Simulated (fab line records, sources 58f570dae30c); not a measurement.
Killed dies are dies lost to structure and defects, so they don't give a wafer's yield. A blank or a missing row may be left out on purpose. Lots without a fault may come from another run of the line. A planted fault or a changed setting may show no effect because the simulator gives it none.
Which tool did it? | flow berkeley_cmos170 | 14 lots, 42 wafers sampled, at 3 steps of a route of 331

WHAT THE GAUGES READ, wafer by wafer
UCB170_V2_BOW_MEAS_03. Usual: V2_BOW 38 um, standard deviation 6.8.
lot  | measured     | on            | V2_BOW (um) | flag
L576 | day 9 14:07  | film_metro-02 | 30 43 43    |
L578 | day 9 15:29  | film_metro-01 | 37 46 36    |
L580 | day 9 17:32  | film_metro-01 | 34 40 36    |
L581 | day 9 23:09  | film_metro-01 | 35 37 37    |
L583 | day 10 07:31 | film_metro-01 | 36 34 40    |
L585 | day 10 14:14 | film_metro-01 | 47 41 43    |
L587 | day 11 04:35 | film_metro-01 | 37 33 36    |
L591 | day 12 23:46 | film_metro-02 | 40 40 34    |
L592 | day 12 23:51 | film_metro-04 | 38 46 29    |
L593 | day 13 00:05 | film_metro-02 | 43 39 36    |
L594 | day 13 00:13 | film_metro-01 | 30 31 23    |
L595 | day 14 04:44 | film_metro-01 | 35 33 37    |
L597 | day 14 21:11 | film_metro-04 | 46 41 52    |
L598 | day 14 21:21 | film_metro-02 | 35 47 33    |

WHICH TOOL RAN EACH LOT (tool, then ch and the chambers of the sampled wafers, then the start)
lot  | UCB170_M2_STRIP_07                   | UCB170_M2_METAL_ETCH_18
L576 | plasma_asher-02 ch 0,1, day 9 11:43  | rie_metal-04 ch 0, day 9 13:10
L578 | plasma_asher-04 ch 1, day 9 13:05    | rie_metal-02 ch 1, day 9 14:34
L580 | plasma_asher-02 ch 0,1, day 9 14:43  | rie_metal-01 ch 0,1, day 9 16:32
L581 | plasma_asher-02 ch 0,1, day 9 20:22  | rie_metal-04 ch 0,1, day 9 22:14
L583 | plasma_asher-03 ch 0,1, day 10 04:47 | rie_metal-01 ch 1, day 10 06:29
L585 | plasma_asher-02 ch 0,1, day 10 11:51 | rie_metal-04 ch 0,1, day 10 13:17
L587 | plasma_asher-02 ch 0,1, day 11 00:07 | rie_metal-04 ch 0,1, day 11 03:38
L591 | plasma_asher-04 ch 0,1, day 12 18:40 | rie_metal-01 ch 0,1, day 12 22:44
L592 | plasma_asher-02 ch 0,1, day 12 18:44 | rie_metal-02 ch 0,1, day 12 22:56
L593 | plasma_asher-03 ch 0,1, day 12 18:52 | rie_metal-04 ch 0,1, day 12 23:10
L594 | plasma_asher-04 ch 0,1, day 12 19:04 | rie_metal-01 ch 0,1, day 12 23:17
L595 | plasma_asher-02 ch 0,1, day 14 01:11 | rie_metal-01 ch 0,1, day 14 03:49
L597 | plasma_asher-02 ch 0,1, day 14 18:37 | rie_metal-01 ch 0,1, day 14 20:15
L598 | plasma_asher-03 ch 0,1, day 14 18:53 | rie_metal-04 ch 0,1, day 14 20:26
- UCB170_M2_STRIP_07: strips in O2.
- UCB170_M2_METAL_ETCH_18: etches Al in Cl2/BCl3, stops on SiO2, target depth 1170 nm, time 195 s.

WHAT THE TOOLS THEMSELVES READ (means of the sampled wafers that have a number; where no wafer has one, the mark that the record gives instead)
UCB170_M2_STRIP_07. Usual: drypump_motor_current_A 5.8 A, standard deviation 0.57; o2_flow_sccm 400.1 sccm, standard deviation 1.1; oes_product_au 0.734 a.u., standard deviation 0.0042; strip_time_to_endpoint_s 21.97 s, standard deviation 0.05.
lot  | tool            | drypump_motor_current_A (A) | o2_flow_sccm (sccm) | oes_product_au (a.u.) | strip_time_to_endpoint_s (s) | flag
L576 | plasma_asher-02 | 6.2                         | 400.6               | 0.736                 | 21.92                        |
L578 | plasma_asher-04 | 5.8                         | 398.4               | 0.729                 | 22.00                        |
L580 | plasma_asher-02 | 6.2                         | 398.3               | 0.735                 | 22.01                        |
L581 | plasma_asher-02 | 5.8                         | 399.9               | 0.738                 | 21.90                        |
L583 | plasma_asher-03 | 6.0                         | 400.3               | 0.732                 | 21.95                        |
L585 | plasma_asher-02 | 5.8                         | 399.9               | 0.735                 | 21.93                        |
L587 | plasma_asher-02 | 6.2                         | 401.0               | 0.734                 | 21.92                        |
L591 | plasma_asher-04 | 5.7                         | 400.1               | 0.735                 | 22.01                        |
L592 | plasma_asher-02 | 5.8                         | 400.0               | 0.734                 | 21.95                        |
L593 | plasma_asher-03 | 6.0                         | 400.3               | 0.736                 | 22.01                        |
L594 | plasma_asher-04 | 5.5                         | 399.9               | 0.732                 | 21.94                        |
L595 | plasma_asher-02 | 5.8                         | 399.0               | 0.730                 | 21.93                        |
L597 | plasma_asher-02 | 6.2                         | 399.2               | 0.732                 | 22.00                        |
L598 | plasma_asher-03 | 6.0                         | 400.6               | 0.735                 | 21.98                        |

UCB170_M2_METAL_ETCH_18. Usual: drypump_motor_current_A 5.3 A, standard deviation 0.39; oes_product_au 0.839 a.u., standard deviation 0.013; throttle_valve_pct 24.50 %, standard deviation 0.19.
lot  | tool         | drypump_motor_current_A (A) | oes_product_au (a.u.) | throttle_valve_pct (%) | flag
L576 | rie_metal-04 | 5.2                         | 0.829                 | 24.20                  |
L578 | rie_metal-02 | 5.9                         | 0.870                 | 24.76                  |
L580 | rie_metal-01 | 4.9                         | 0.829                 | 24.60                  |
L581 | rie_metal-04 | 5.6                         | 0.835                 | 24.27                  |
L583 | rie_metal-01 | 4.9                         | 0.824                 | 24.58                  |
L585 | rie_metal-04 | 5.4                         | 0.828                 | 24.24                  |
L587 | rie_metal-04 | 5.6                         | 0.828                 | 24.28                  |
L591 | rie_metal-01 | 4.9                         | 0.828                 | 24.58                  |
L592 | rie_metal-02 | 5.8                         | 0.865                 | 24.71                  |
L593 | rie_metal-04 | 5.6                         | 0.834                 | 24.27                  |
L594 | rie_metal-01 | 4.8                         | 0.847                 | 24.61                  |
L595 | rie_metal-01 | 4.8                         | 0.845                 | 24.61                  |
L597 | rie_metal-01 | 4.9                         | 0.833                 | 24.58                  |
L598 | rie_metal-04 | 5.6                         | 0.827                 | 24.27                  |

THE ANSWER, worked out from the rows above alone
Rule: a lot is off if the mean of its wafers that have a number lies more than 3 standard deviations from the usual mean. A lot without any number at a reading at which 4 lots or more have one is off too. The other lots that the step has rows for count as sound. The gauges are gone through in route order, then the tools' own readings, and for those a lot's mean is taken as printed above. The first step at which some lot is off is used, and at that step the reading that is off furthest; a lot without a number counts as furthest.
No lot is off at any reading shown: from this, nothing can be told.

WHAT THE SIMULATOR HAD PUT IN
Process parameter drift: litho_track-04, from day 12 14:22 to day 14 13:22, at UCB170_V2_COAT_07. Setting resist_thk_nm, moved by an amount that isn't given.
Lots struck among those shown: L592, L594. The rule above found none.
